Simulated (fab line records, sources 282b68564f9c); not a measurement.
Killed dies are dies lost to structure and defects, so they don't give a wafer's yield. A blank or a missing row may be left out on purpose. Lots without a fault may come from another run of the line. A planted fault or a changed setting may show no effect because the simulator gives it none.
Split-lot experiment | flow rit_cmos | 5 lots, 23 wafers read, on a route of 202 steps

THE SPLIT
At RIT_ACTIVE_OXIDATION_01 (target thk 46.8 nm, ox time 3360 s), the setting temp_c was moved away from the recipe's 1000 C on 20 of the 23 wafers read, by -2.6% to +2.6%. The other wafers ran this setting at the recipe's value.

The file shows no step between the split and the reading.

THE READING
ACTIVE_OXIDE_THK, in nm, at RIT_ACTIVE_THK_MEAS_02. Fault-free wafers of this fab line usually give 47.2 nm, standard deviation 0.94 nm.

wafer  | tool, chamber at the split | temp_c as run, C | against the recipe | ACTIVE_OXIDE_THK, nm | against lot-mates on the recipe
L076.1 | -, -                       | 1016             | +1.6%              | 53.8                 | no lot-mate on the recipe
L076.2 | -, -                       | 1016             | +1.6%              | 53.3                 | no lot-mate on the recipe
L076.3 | -, -                       | 1016             | +1.6%              | 53.9                 | no lot-mate on the recipe
L076.4 | -, -                       | 1016             | +1.6%              | 53.2                 | no lot-mate on the recipe
L076.5 | -, -                       | 1016             | +1.6%              | 53.6                 | no lot-mate on the recipe
L080.1 | -, -                       | 1026             | +2.6%              | 61.1                 | no lot-mate on the recipe
L080.2 | -, -                       | 1026             | +2.6%              | 61.2                 | no lot-mate on the recipe
L080.3 | -, -                       | 1026             | +2.6%              | 60.0                 | no lot-mate on the recipe
L080.4 | -, -                       | 1026             | +2.6%              | 61.3                 | no lot-mate on the recipe
L080.6 | -, -                       | 1026             | +2.6%              | 61.9                 | no lot-mate on the recipe
L082.1 | furnace-01, 0              | 1000             | recipe             | 46.0                 | -
L082.2 | furnace-01, 0              | 1000             | recipe             | 45.5                 | -
L082.6 | furnace-01, 0              | 1000             | recipe             | 46.5                 | -
L083.1 | -, -                       | 974.1            | -2.6%              | 38.5                 | no lot-mate on the recipe
L083.2 | -, -                       | 974.1            | -2.6%              | 38.7                 | no lot-mate on the recipe
L083.4 | -, -                       | 974.1            | -2.6%              | 38.3                 | no lot-mate on the recipe
L083.5 | -, -                       | 974.1            | -2.6%              | 39.2                 | no lot-mate on the recipe
L083.6 | -, -                       | 974.1            | -2.6%              | 38.2                 | no lot-mate on the recipe
L084.1 | -, -                       | 1014             | +1.4%              | 53.1                 | no lot-mate on the recipe
L084.2 | -, -                       | 1014             | +1.4%              | 53.4                 | no lot-mate on the recipe
L084.3 | -, -                       | 1014             | +1.4%              | 53.3                 | no lot-mate on the recipe
L084.4 | -, -                       | 1014             | +1.4%              | 53.5                 | no lot-mate on the recipe
L084.5 | -, -                       | 1014             | +1.4%              | 52.9                 | no lot-mate on the recipe

THE FIT
A straight line over all 23 wafers: ACTIVE_OXIDE_THK changes by +4.12 nm for each +1% of temp_c; r = +0.98; the points scatter about the line by 1.7 nm.
Too few moved wafers have a lot-mate on the recipe to fit a line with each lot's own level taken away.

THE WHOLE CHAIN: every reading that the file lists as answering this split, in the file's order
step                    | what it does                                            | reading                                                                             | change (the file's fit)              | r (the file's)
RIT_ACTIVE_OXIDATION_01 | target thk 46.8 nm, ox time 3360 s                      | SiO2_of_ACTIVE_OXIDATION_01.thk_nm (the simulator's own value, which no gauge read) | +4.12 nm for each +1% of the setting | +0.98
RIT_ACTIVE_THK_MEAS_02  |                                                         | ACTIVE_OXIDE_THK                                                                    | +4.12 for each +1% of the setting    | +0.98
RIT_FOX2_WET_ETCH_03    | etches Si3N4 in H3PO4, target depth 195 nm, time 2700 s | SiO2_of_ACTIVE_OXIDATION_01.thk_nm (the simulator's own value, which no gauge read) | +3.84 nm for each +1% of the setting | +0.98
RIT_M1_PROBE_99         |                                                         | etest.pldd.width_nm (the simulator's own value, which no gauge read)                | -49.1 nm for each +1% of the setting | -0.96

THE FILE'S OWN FIT
ACTIVE_OXIDE_THK changes by +4.12 nm for each +1% of temp_c, r = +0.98.
